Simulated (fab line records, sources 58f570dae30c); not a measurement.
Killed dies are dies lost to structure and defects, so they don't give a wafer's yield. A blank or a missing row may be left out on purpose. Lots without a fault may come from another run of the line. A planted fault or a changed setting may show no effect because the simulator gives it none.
Tool commonality check | flow berkeley_cmos170 | 15 lots, 45 wafers sampled

WHY IT WAS OPENED
At UCB170_FIELD_THK_MEAS_02 the reading FIELD_OXIDE_THK is flagged on 3 of 15 lots. Wafers without a fault read 567 nm, standard deviation 10.
Rule: a lot is flagged when every wafer of it that has a number lies more than 4 standard deviations from that mean, or none has a number. The other lots count as sound.

lot  | measured    | on            | FIELD_OXIDE_THK (nm), wafer by wafer | flag
L188 | day 5 03:34 | film_metro-03 | 561 565 573                          |
L187 | day 5 03:37 | film_metro-02 | 581 578 584                          |
L191 | day 6 01:16 | film_metro-01 | 566 576 572                          |
L190 | day 6 01:21 | film_metro-03 | 560 555 564                          |
L194 | day 6 15:11 | film_metro-03 | 563 571 564                          |
L192 | day 6 15:12 | film_metro-02 | 575 564 566                          |
L196 | day 7 09:10 | film_metro-03 | 570 567 569                          |
L197 | day 7 09:10 | film_metro-02 | 567 559 550                          |
L198 | day 7 12:46 | film_metro-01 | 577 573 566                          |
L199 | day 7 12:46 | film_metro-03 | 563 562 567                          |
L202 | day 7 21:41 | film_metro-03 | 423 419 414                          | FLAGGED
L201 | day 7 21:43 | film_metro-01 | 432 434 434                          | FLAGGED
L200 | day 7 21:46 | film_metro-03 | 419 429 421                          | FLAGGED
L207 | day 9 04:33 | film_metro-02 | 576 581 573                          |
L204 | day 9 04:34 | film_metro-01 | 569 558 572                          |
The numbers of the flagged lots are 425 nm on average: -142 nm against the usual, or -14 standard deviations.

WHICH TOOL RAN EACH LOT
The record holds 2 process steps before the reading, out of a route of 331 steps. In each cell: the tool, then ch and the chambers that the sampled wafers went through, then the start.
lot  | flag    | UCB170_NWELL_STRIP_15               | UCB170_FIELD_OXIDATION_01
L188 |         | plasma_asher-02 ch 1, day 2 19:06   | furnace-02 ch 0, day 5 00:34
L187 |         | plasma_asher-04 ch 0,1, day 2 18:58 | furnace-02 ch 0, day 5 00:34
L191 |         | plasma_asher-04 ch 0,1, day 3 08:43 | furnace-02 ch 0, day 5 22:16
L190 |         | plasma_asher-02 ch 0,1, day 3 06:57 | furnace-02 ch 0, day 5 22:16
L194 |         | plasma_asher-02 ch 0,1, day 3 20:20 | furnace-02 ch 0, day 6 12:11
L192 |         | plasma_asher-03 ch 0,1, day 3 19:52 | furnace-02 ch 0, day 6 12:11
L196 |         | plasma_asher-02 ch 0,1, day 4 11:42 | furnace-04 ch 0, day 7 06:09
L197 |         | plasma_asher-03 ch 0,1, day 4 13:23 | furnace-04 ch 0, day 7 06:09
L198 |         | plasma_asher-04 ch 1, day 4 21:01   | furnace-02 ch 0, day 7 09:46
L199 |         | plasma_asher-02 ch 0,1, day 4 20:55 | furnace-02 ch 0, day 7 09:46
L202 | FLAGGED | plasma_asher-03 ch 0,1, day 5 10:23 | furnace-04 ch 0, day 7 18:41
L201 | FLAGGED | plasma_asher-02 ch 0,1, day 5 10:41 | furnace-04 ch 0, day 7 18:41
L200 | FLAGGED | plasma_asher-04 ch 0,1, day 5 10:06 | furnace-04 ch 0, day 7 18:41
L207 |         | plasma_asher-03 ch 0,1, day 6 13:47 | furnace-02 ch 0, day 9 01:33
L204 |         | plasma_asher-02 ch 0,1, day 6 13:58 | furnace-02 ch 0, day 9 01:33
What these steps do:
- UCB170_NWELL_STRIP_15: strips in O2.
- UCB170_FIELD_OXIDATION_01: target thk 558.3 nm, ox time 7200 s.
- UCB170_FIELD_THK_MEAS_02

FLAGGED OVER TOTAL, TOOL BY TOOL (the gauges that took the reading come last)
step                      | tool            | lots run | flagged | share of the flagged lots | sound lots run after its first flagged lot
UCB170_NWELL_STRIP_15     | plasma_asher-02 | 7        | 1       | some                      | 1 (L204)
UCB170_NWELL_STRIP_15     | plasma_asher-03 | 4        | 1       | some                      | 1 (L207)
UCB170_NWELL_STRIP_15     | plasma_asher-04 | 4        | 1       | some                      | 0
UCB170_FIELD_OXIDATION_01 | furnace-02      | 10       | 0       | none                      | -
UCB170_FIELD_OXIDATION_01 | furnace-04      | 5        | 3       | all                       | 0
UCB170_FIELD_THK_MEAS_02  | film_metro-01   | 4        | 1       | some                      | 1 (L204)
UCB170_FIELD_THK_MEAS_02  | film_metro-02   | 4        | 0       | none                      | -
UCB170_FIELD_THK_MEAS_02  | film_metro-03   | 7        | 2       | some                      | 0

WHAT THE TABLE ALLOWS
1 row of the table ran every flagged lot: furnace-04 at UCB170_FIELD_OXIDATION_01.
- furnace-04 at UCB170_FIELD_OXIDATION_01: 3 of its 5 lots flagged. Its last sound lot is L196 (day 7 06:09), its first flagged lot L200 (day 7 18:41): a fault that began between those two fits.
One tool is left: furnace-04 at UCB170_FIELD_OXIDATION_01.

WHAT THE SIMULATOR HAD PUT IN
Process parameter drift: furnace-04, from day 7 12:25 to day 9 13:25, at UCB170_FIELD_OXIDATION_01. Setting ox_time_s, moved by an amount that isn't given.
Lots struck among those shown: L202, L201, L200. The rule above found the same.
